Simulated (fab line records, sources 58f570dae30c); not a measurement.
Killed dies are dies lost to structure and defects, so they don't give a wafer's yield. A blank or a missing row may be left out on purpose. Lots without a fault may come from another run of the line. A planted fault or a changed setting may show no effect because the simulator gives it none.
Split-lot experiment | flow berkeley_cmos170 | 5 lots, 23 wafers read, on a route of 331 steps

THE SPLIT
At UCB170_NLDD_COAT_01 (resist thk 900 nm), the setting spin_rpm was moved away from the recipe's 1500 rpm on 9 of the 23 wafers read, by -4.1% to +6.8%. The other wafers ran this setting at the recipe's value.

The reading is taken at the split's own step.

THE READING
KrF_of_NLDD_COAT_01.thk_nm (the simulator's own value, which no gauge read), in nm, at UCB170_NLDD_COAT_01 (resist thk 900 nm). The file gives no usual value for it. The 14 wafers here that ran the recipe average 904.1 nm, standard deviation 2.5 nm.

wafer  | tool, chamber at the split | spin_rpm as run, rpm | against the recipe | KrF_of_NLDD_COAT_01.thk_nm, nm | against lot-mates on the recipe
L074.1 | litho_track-02, 0          | 1451                 | -3.3%              | 919.1                          | +17.9
L074.2 | litho_track-02, 0          | 1500                 | recipe             | 900.5                          | -
L074.3 | litho_track-02, 0          | 1500                 | recipe             | 899.9                          | -
L074.5 | litho_track-02, 0          | 1500                 | recipe             | 903.3                          | -
L074.6 | litho_track-02, 0          | 1451                 | -3.3%              | 918                            | +16.8
L077.1 | litho_track-02, 0          | 1500                 | recipe             | 901.9                          | -
L077.2 | litho_track-02, 0          | 1564                 | +4.3%              | 880.4                          | -21.4
L077.3 | litho_track-02, 0          | 1500                 | recipe             | 901.7                          | -
L077.4 | litho_track-02, 0          | 1564                 | +4.3%              | 881.7                          | -20.1
L077.5 | litho_track-02, 0          | 1564                 | +4.3%              | 881.8                          | -20.0
L079.1 | litho_track-03, 0          | 1500                 | recipe             | 906.6                          | -
L079.3 | litho_track-03, 0          | 1500                 | recipe             | 906.6                          | -
L079.6 | litho_track-03, 0          | 1500                 | recipe             | 907                            | -
L082.1 | litho_track-03, 0          | 1500                 | recipe             | 907.2                          | -
L082.2 | litho_track-03, 0          | 1500                 | recipe             | 905.8                          | -
L082.3 | litho_track-03, 0          | 1438                 | -4.1%              | 926.3                          | +20.0
L082.4 | litho_track-03, 0          | 1438                 | -4.1%              | 923.8                          | +17.5
L082.5 | litho_track-03, 0          | 1500                 | recipe             | 905.9                          | -
L085.1 | litho_track-01, 0          | 1500                 | recipe             | 906.1                          | -
L085.2 | litho_track-01, 0          | 1500                 | recipe             | 901.8                          | -
L085.3 | litho_track-01, 0          | 1602                 | +6.8%              | 872.6                          | -31.0
L085.4 | litho_track-01, 0          | 1602                 | +6.8%              | 875.1                          | -28.5
L085.5 | litho_track-01, 0          | 1500                 | recipe             | 903                            | -

THE FIT
A straight line over all 23 wafers: KrF_of_NLDD_COAT_01.thk_nm changes by -4.79 nm for each +1% of spin_rpm; r = -0.99; the points scatter about the line by 2.5 nm.
The same after taking each lot's own level away (the mean of its wafers on the recipe; 23 wafers): -4.63 nm for each +1%; r = -1.00; scatter 1.4 nm.
On that fit, the largest move of spin_rpm shifts the reading by 31 nm.
The lots' own levels span 901.23 to 906.73 nm, that is 2.2 times the standard deviation above.
So the lot-to-lot level changes the slope little: the two slopes agree.
Check: with one of the wafers moved furthest among these (+6.8%) left out of the fit, the line predicts -31.4 nm for it against its lot-mates. It came out at -31 nm against them.

OTHER SPLITS ON THESE WAFERS
These wafers also went through other splits before the reading. Each is held against what the fit with the lots' levels taken away leaves over:
other split on the same wafers         | wafers away from the commonest value | r with KrF_of_NLDD_COAT_01.thk_nm (lot level and that fit taken away)
UCB170_START_OXIDATION_02 ox_time_s    | 10                                   | -0.27
UCB170_NWELL_COAT_07 spin_rpm          | 10                                   | -0.18
UCB170_NWELL_IMPLANT_14 dose_cm2       | 7                                    | -0.26
UCB170_ACTIVE_CVD_05 sih2cl2_flow_sccm | 15                                   | -0.32
UCB170_PFIELD_IMPLANT_07 energy_kev    | 8                                    | -0.28
UCB170_GATE_COAT_07 resist_thk_nm      | 6                                    | +0.07
UCB170_PLDD_IMPLANT_09 energy_kev      | 11                                   | +0.00

THE WHOLE CHAIN: every reading that the file lists as answering this split, in the file's order
step                 | what it does      | reading                                                                     | change (the file's fit)              | r (the file's)
UCB170_NLDD_COAT_01  | resist thk 900 nm | KrF_of_NLDD_COAT_01.thk_nm (the simulator's own value, which no gauge read) | -4.6 nm for each +1% of the setting  | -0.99
UCB170_NLDD_STRIP_10 | strips in O2      | strip_time_to_endpoint_s                                                    | withheld for each +1% of the setting | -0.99

THE FILE'S OWN FIT
KrF_of_NLDD_COAT_01.thk_nm changes by -4.6 nm for each +1% of spin_rpm, r = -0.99.
